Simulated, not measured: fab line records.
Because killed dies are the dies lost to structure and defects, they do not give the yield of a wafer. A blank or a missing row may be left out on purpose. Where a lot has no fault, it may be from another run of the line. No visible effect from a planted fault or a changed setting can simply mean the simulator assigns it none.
The same fault as seen by 2 desks -- flow berkeley cmos170 -- only its own numbers are on each desk; what lay behind them is given at the end

== METROLOGY DESK ==
What the gauges read for every lot (on any tool): the sampled wafers with a number, averaged. Any lot whose mean is over 4 standard deviations away from the usual mean is out of limits and marked OUT; that distance is given in the brackets.
Columns: A = SILICIDE_TI_RS at UCB170_SILICIDE_RS_MEAS_02, usual 26.2 ohm/sq; B = SILICIDE_TI_THK at UCB170_SILICIDE_THK_MEAS_03, usual 29.5 nm; C = V1_POLISHED_THK at UCB170_V1_THK_MEAS_04, usual 1014.6 nm
lot,first seen here,A,B,C
L885,day 6 13:36,26.3,29.4,1015.6
L887,day 7 17:54,26.0,29.6,1014.3
L888,day 7 18:11,26.5,29.3,1014.3
L890,day 8 13:50,25.9,29.8,1014.3
L892,day 8 21:24,26.3,29.4,1015.1
L893,day 8 21:34,29.4 (+7.9) OUT,27.0 (-6.0) OUT,1014.1
L898,day 9 14:56,26.4,29.4,1013.7
L901,day 10 16:47,26.2,29.3,1014.9
L902,day 10 17:22,26.5,29.2,1015.5
L904,day 11 03:19,26.6,29.1,1014.1
L906,day 11 09:04,26.2,29.6,1014.0
L905,day 11 09:06,26.3,29.5,1015.6
L908,day 11 16:13,25.3,30.6,1015.5
This desk reports L893 out of limits; the earliest was L893 at day 8 21:34 (SILICIDE_TI_RS at UCB170_SILICIDE_RS_MEAS_02). Within limits: L885, L887, L888, L890, L892, L898, L901, L902, L904, L906, L905, L908.

== AT THE TOOL OWNER'S DESK: pvd sputter-04 ==
The tool's own readings at UCB170_SILICIDE_SPUTTER_01 (material Ti, target thk 30 nm, time 25 s): means of the sampled wafers that have a number, for each lot that ran on this tool. Any lot whose mean is over 4 standard deviations away from the usual mean is out of limits and marked OUT; that distance is given in the brackets.
Columns: A = throttle valve pct at UCB170_SILICIDE_SPUTTER_01, usual 30.8 %
lot,first seen here,A
L887,day 7 17:52,30.7
L890,day 8 13:45,31.4
L893,day 8 21:29,30.6
This desk found nothing out of limits on any of the 3 lots.

== PUT TOGETHER ==
An alarm was possible from the metrology desk at day 8 21:34, on L893.
The tool owner's desk saw nothing out of limits.
The tool owner's desk has L893 on record, within its limits.
All the named lots went through UCB170_SILICIDE_SPUTTER_01 on pvd sputter-04.

== WHAT THE SIMULATOR HAD PUT IN ==
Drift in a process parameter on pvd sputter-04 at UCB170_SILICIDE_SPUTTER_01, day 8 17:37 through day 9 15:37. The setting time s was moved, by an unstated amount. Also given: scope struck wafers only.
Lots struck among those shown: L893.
Time in hours between the start of the fault and the first out-of-limits reading at each desk: metrology desk, 4.
